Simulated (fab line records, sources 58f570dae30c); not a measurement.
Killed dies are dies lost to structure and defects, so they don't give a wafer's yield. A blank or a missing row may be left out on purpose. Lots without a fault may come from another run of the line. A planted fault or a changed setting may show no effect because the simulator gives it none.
Chamber matching | flow berkeley_cmos170 | UCB170_SPACER_ETCHBACK_03 on rie_diel-01: 4 sister chambers
The step etches SiO2 in CHF3/CF4/Ar, stops on Si, target depth 376 nm, time 100 s. 4 wafers are shown with their chamber, then 7 later ones without.

WAFERS WITH THEIR CHAMBER
wafer  | chamber | drypump_motor_current_A (A)
L684.4 | 1       | 4.8
L689.6 | 0       | 6.5
L690.1 | 2       | 5.5
L690.2 | 3       | 4.8

WAFERS WITHOUT THEIR CHAMBER
wafer  | drypump_motor_current_A (A)
L690.4 | 6.4
L703.1 | 4.8
L703.4 | 4.8
L703.6 | 6.4
L704.4 | 4.8
L704.5 | 6.4
L704.6 | 4.8

WHICH CHAMBER EACH WENT THROUGH
wafer  | from the rows above     | in truth
L690.4 | 0                       | 0
L703.1 | can't be placed: 1 or 3 | 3
L703.4 | can't be placed: 1 or 3 | 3
L703.6 | 0                       | 0
L704.4 | can't be placed: 1 or 3 | 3
L704.5 | 0                       | 0
L704.6 | can't be placed: 1 or 3 | 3
Placed correctly: 3 of 7. Can't be placed from these rows: 4 (the true chamber is among the candidates in 4). Placed wrongly: 0.
How it was worked out, from the rows above alone: a wafer's distance from a chamber is the root of the sum, over the readings, of the square of ((its reading less the chamber's mean) divided by the reading's scatter). The wafer belongs to the nearest chamber; if the next one is less than 2 further off, it can't be placed. A chamber's mean is the mean of its shown wafers. The scatter: with one shown wafer a chamber, the root of the mean of the squares of how far each hidden wafer lies from its nearest shown one.
